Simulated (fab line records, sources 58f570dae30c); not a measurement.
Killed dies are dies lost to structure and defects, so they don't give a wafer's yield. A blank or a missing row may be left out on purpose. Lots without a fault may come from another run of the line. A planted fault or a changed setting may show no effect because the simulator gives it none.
Chamber matching | flow berkeley_cmos170 | UCB170_V1_ETCH_14 on rie_diel-04: 4 sister chambers
The step etches SiO2 in CHF3/CF4/Ar, stops on Al, target depth 1250 nm, time 291 s. 8 wafers are shown with their chamber, then 8 later ones without.

WAFERS WITH THEIR CHAMBER
wafer  | chamber | drypump_motor_current_A (A) | throttle_valve_pct (%)
L140.5 | 3       | 5.6                         | 7.10
L141.3 | 3       | 5.6                         | 7.10
L145.5 | 0       | 5.5                         | 6.92
L145.6 | 1       | 6.2                         | 7.10
L147.1 | 2       | 5.9                         | 6.80
L147.4 | 1       | 6.2                         | 7.09
L147.5 | 0       | 5.4                         | 6.92
L153.2 | 2       | 5.9                         | 6.80

WAFERS WITHOUT THEIR CHAMBER
wafer  | drypump_motor_current_A (A) | throttle_valve_pct (%)
L153.3 | 5.6                         | 7.11
L153.5 | 6.2                         | 7.09
L155.1 | 6.2                         | 7.10
L155.2 | 5.9                         | 6.80
L155.4 | 5.6                         | 7.10
L158.1 | 6.2                         | 7.11
L158.3 | 5.9                         | 6.80
L158.5 | 6.2                         | 7.10

WHICH CHAMBER EACH WENT THROUGH
wafer  | from the rows above | in truth
L153.3 | 3                   | 3
L153.5 | 1                   | 1
L155.1 | 1                   | 1
L155.2 | 2                   | 2
L155.4 | 3                   | 3
L158.1 | 1                   | 1
L158.3 | 2                   | 2
L158.5 | 1                   | 1
Placed correctly: 8 of 8. Can't be placed from these rows: 0. Placed wrongly: 0.
How it was worked out, from the rows above alone: a wafer's distance from a chamber is the root of the sum, over the readings, of the square of ((its reading less the chamber's mean) divided by the reading's scatter). The wafer belongs to the nearest chamber; if the next one is less than 2 further off, it can't be placed. A chamber's mean is the mean of its shown wafers. The scatter: the root of (the sum of the squares of (reading less its chamber's mean) over the shown wafers, divided by (wafers less chambers)).
